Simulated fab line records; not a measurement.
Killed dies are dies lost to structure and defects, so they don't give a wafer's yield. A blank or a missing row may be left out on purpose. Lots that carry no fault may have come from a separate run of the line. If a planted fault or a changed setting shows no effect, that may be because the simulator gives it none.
Lot-split experiment -- flow rit-cmos -- on a route of 202 steps: 5 lots, 23 wafers read

== ON THE SPLIT ==
At RIT_NSD_COAT_01 (resist thk 1000 nm), the setting resist-thk-nm was moved away from the recipe's 1000 nm on 6 of the 23 wafers read, by -1.9% to +4.6%. The other wafers ran this setting at the recipe's value.

== FROM THE SPLIT TO THE READING: what the file shows between them, 3 steps ==
- RIT_NSD_SOFTBAKE_02: time 60 s
- RIT_NSD_EXPOSE_03: exposes mask M9, target cd 40700 nm
- RIT_NSD_DEVELOP_05: develop time 50 s

== THE READING ==
NOVOLAK_of_NSD_COAT_01.thk-nm (the simulator's own value, which no gauge read), in nm, at RIT_NSD_HARDBAKE_07 (time 60 s). There is no usual value for it anywhere in the file. Across the 17 wafers here that went through the recipe, the average is 884.7 nm and the standard deviation 1.3 nm.

wafer,"tool, chamber at the split","resist-thk-nm as run, nm",against the recipe,"NOVOLAK_of_NSD_COAT_01.thk-nm, nm",against lot-mates on the recipe
L075.1,"litho-track-01, 0",1000,recipe,882.6,-
L075.2,"litho-track-01, 0",1046,+4.6%,921.3,+37.4
L075.3,"litho-track-01, 0",1000,recipe,884.9,-
L075.5,"litho-track-01, 0",1000,recipe,884.2,-
L075.6,"litho-track-01, 0",1046,+4.6%,922.3,+38.4
L076.1,"litho-track-03, 0",1000,recipe,884.9,-
L076.2,"litho-track-03, 0",981.4,-1.9%,867.5,-17.7
L076.4,"litho-track-03, 0",1000,recipe,885.6,-
L076.5,"litho-track-03, 0",1000,recipe,885.1,-
L076.6,"litho-track-03, 0",981.4,-1.9%,868.2,-17.0
L081.1,"litho-track-01, 0",1000,recipe,883.7,-
L081.2,"litho-track-01, 0",1000,recipe,885.3,-
L081.3,"litho-track-01, 0",1000,recipe,885.6,-
L081.4,"litho-track-01, 0",1000,recipe,887.1,-
L081.6,"litho-track-01, 0",1000,recipe,886.2,-
L082.2,"litho-track-04, 0",1000,recipe,885.2,-
L082.4,"litho-track-04, 0",1000,recipe,886.4,-
L082.5,"litho-track-04, 0",1000,recipe,883.3,-
L085.2,"litho-track-03, 0",981.2,-1.9%,866.4,-17.0
L085.3,"litho-track-03, 0",1000,recipe,883.9,-
L085.4,"litho-track-03, 0",1000,recipe,882.7,-
L085.5,"litho-track-03, 0",1000,recipe,883.5,-
L085.6,"litho-track-03, 0",981.2,-1.9%,864,-19.4

THE FIT
A straight line over all 23 wafers: NOVOLAK_of_NSD_COAT_01.thk-nm changes by +8.49 nm for each +1% of resist-thk-nm; r = +0.99; the points scatter about the line by 1.7 nm.
The same after taking each lot's own level away (the mean of its wafers on the recipe; 23 wafers): +8.56 nm for each +1%; r = +1.00; scatter 1.2 nm.
That fit puts the effect of the largest move of resist-thk-nm on the reading at 39 nm.
From 883.37 to 885.58 nm: that is the span of the lots' own levels, equal to 1.8 times the standard deviation above.
Hence the lot-to-lot level has little effect on the slope; both slopes agree.
Check: +40 nm against its lot-mates is what the line predicts for one of the wafers moved furthest among these (+4.6%) when that wafer is left out of the fit. Against them it came out at +37.4 nm.

== THE OTHER SPLITS THESE WAFERS WENT THROUGH ==
Before the reading, these wafers also passed through other splits. Each is held against what the fit with the lots' levels taken away leaves over:
other split on the same wafers,wafers away from the commonest value,r with NOVOLAK_of_NSD_COAT_01.thk-nm (lot level and that fit taken away)
RIT_ACTIVE_CVD_03 sih2cl2-flow-sccm,15,+0.07
RIT_ACTIVE_COAT_06 spin-rpm,4,-0.15
RIT_ACTIVE_HARDBAKE_12 temp-c,12,+0.11
RIT_NWELL_IMPLANT_08 dose-cm2,11,+0.30
RIT_PWELL_IMPLANT_08 energy-kev,8,-0.23
RIT_NRETRO_COAT_01 spin-rpm,9,+0.35
RIT_NRETRO_IMPLANT_08 energy-kev,11,+0.01
RIT_GATE_SOFTBAKE_12 temp-c,10,+0.02
RIT_PLDD_COAT_01 resist-thk-nm,11,-0.22
RIT_PLDD_IMPLANT_08 dose-cm2,7,-0.15

== THE WHOLE CHAIN: every reading that the file lists as answering this split, in the file's order ==
step,what it does,reading,change (the file's fit),r (the file's)
RIT_NSD_COAT_01,resist thk 1000 nm,"NOVOLAK_of_NSD_COAT_01.thk-nm (the simulator's own value, which no gauge read)",+9.77 nm for each +1% of the setting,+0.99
RIT_NSD_HARDBAKE_07,time 60 s,"NOVOLAK_of_NSD_COAT_01.thk-nm (the simulator's own value, which no gauge read)",+8.55 nm for each +1% of the setting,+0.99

== FILE'S OWN FIT ==
NOVOLAK_of_NSD_COAT_01.thk-nm changes by +8.55 nm for each +1% of resist-thk-nm, r = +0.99.
